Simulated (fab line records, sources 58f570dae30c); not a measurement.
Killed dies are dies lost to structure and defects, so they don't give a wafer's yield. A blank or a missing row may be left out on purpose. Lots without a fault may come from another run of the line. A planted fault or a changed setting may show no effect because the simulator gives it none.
Tool commonality check | flow berkeley_cmos170 | 15 lots, 54 wafers sampled

WHY IT WAS OPENED
At UCB170_M3_RS_MEAS_02 the reading M3_AL_RS is flagged on 3 of 15 lots. Wafers without a fault read 0.0322 ohm/sq, standard deviation 0.0004.
Rule: a lot is flagged when every wafer of it that has a number lies more than 4 standard deviations from that mean, or none has a number. The other lots count as sound.

lot  | measured     | on            | M3_AL_RS (ohm/sq), wafer by wafer         | flag
L412 | day 7 22:14  | film_metro-04 | 0.0319 0.0324 0.0320                      |
L409 | day 7 22:28  | film_metro-03 | 0.0320 0.0325 0.0323                      |
L411 | day 8 02:32  | film_metro-03 | 0.0321 0.0327 0.0328                      |
L414 | day 9 09:10  | film_metro-04 | 0.0324 0.0320 0.0323                      |
L416 | day 9 13:32  | film_metro-02 | 0.0327 0.0327 0.0325                      |
L418 | day 9 13:48  | film_metro-04 | 0.0320 0.0320 0.0322                      |
L422 | day 10 16:52 | film_metro-03 | 0.0324 0.0321 0.0330                      |
L423 | day 10 18:10 | film_metro-04 | 0.0325 0.0318 0.0317                      |
L420 | day 10 19:29 | film_metro-04 | 0.0303 0.0304 0.0304 0.0303 0.0304 0.0304 | FLAGGED
L424 | day 10 21:14 | film_metro-04 | 0.0301 0.0299 0.0300 0.0300 0.0299 0.0300 | FLAGGED
L428 | day 11 06:46 | film_metro-03 | 0.0324 0.0328 0.0320                      |
L426 | day 11 08:12 | film_metro-04 | 0.0303 0.0302 0.0304 0.0303 0.0304 0.0304 | FLAGGED
L429 | day 11 23:34 | film_metro-02 | 0.0322 0.0321 0.0326                      |
L431 | day 12 07:09 | film_metro-03 | 0.0322 0.0325 0.0328                      |
L430 | day 12 09:25 | film_metro-02 | 0.0318 0.0319 0.0318                      |
The numbers of the flagged lots are 0.0302 ohm/sq on average: -0.0020 ohm/sq against the usual, or -5 standard deviations.

WHICH TOOL RAN EACH LOT
The record holds 1 process step before the reading, out of a route of 331 steps. In each cell: the tool, then ch and the chambers that the sampled wafers went through, then the start.
lot  | flag    | UCB170_M3_SPUTTER_01
L412 |         | pvd_sputter-04, day 7 22:08
L409 |         | pvd_sputter-02, day 7 22:22
L411 |         | pvd_sputter-02, day 8 02:25
L414 |         | pvd_sputter-02, day 9 09:05
L416 |         | pvd_sputter-01, day 9 13:25
L418 |         | pvd_sputter-04, day 9 13:42
L422 |         | pvd_sputter-01, day 10 16:47
L423 |         | pvd_sputter-04, day 10 18:04
L420 | FLAGGED | pvd_sputter-01, day 10 19:23
L424 | FLAGGED | pvd_sputter-01, day 10 21:08
L428 |         | pvd_sputter-04, day 11 06:41
L426 | FLAGGED | pvd_sputter-01, day 11 08:06
L429 |         | pvd_sputter-02, day 11 23:28
L431 |         | pvd_sputter-04, day 12 07:04
L430 |         | pvd_sputter-02, day 12 09:13
What these steps do:
- UCB170_M3_SPUTTER_01: material Al, target thk 900 nm, time 120 s.
- UCB170_M3_RS_MEAS_02: measures by four-point-probe.

FLAGGED OVER TOTAL, TOOL BY TOOL (the gauges that took the reading come last)
step                 | tool           | lots run | flagged | share of the flagged lots | sound lots run after its first flagged lot
UCB170_M3_SPUTTER_01 | pvd_sputter-01 | 5        | 3       | all                       | 0
UCB170_M3_SPUTTER_01 | pvd_sputter-02 | 5        | 0       | none                      | -
UCB170_M3_SPUTTER_01 | pvd_sputter-04 | 5        | 0       | none                      | -
UCB170_M3_RS_MEAS_02 | film_metro-02  | 3        | 0       | none                      | -
UCB170_M3_RS_MEAS_02 | film_metro-03  | 5        | 0       | none                      | -
UCB170_M3_RS_MEAS_02 | film_metro-04  | 7        | 3       | all                       | 0

WHAT THE TABLE ALLOWS
2 rows of the table ran every flagged lot: pvd_sputter-01 at UCB170_M3_SPUTTER_01, film_metro-04 at UCB170_M3_RS_MEAS_02.
- pvd_sputter-01 at UCB170_M3_SPUTTER_01: 3 of its 5 lots flagged. Its last sound lot is L422 (day 10 16:47), its first flagged lot L420 (day 10 19:23): a fault that began between those two fits.
- film_metro-04 at UCB170_M3_RS_MEAS_02: 3 of its 7 lots flagged. Its last sound lot is L423 (day 10 18:10), its first flagged lot L420 (day 10 19:29): a fault that began between those two fits.
Counting lots can't tell these 2 tools apart, because each fits a fault that began at some hour. More lots, or a look at what each step does to the wafer, might.

WHAT THE SIMULATOR HAD PUT IN
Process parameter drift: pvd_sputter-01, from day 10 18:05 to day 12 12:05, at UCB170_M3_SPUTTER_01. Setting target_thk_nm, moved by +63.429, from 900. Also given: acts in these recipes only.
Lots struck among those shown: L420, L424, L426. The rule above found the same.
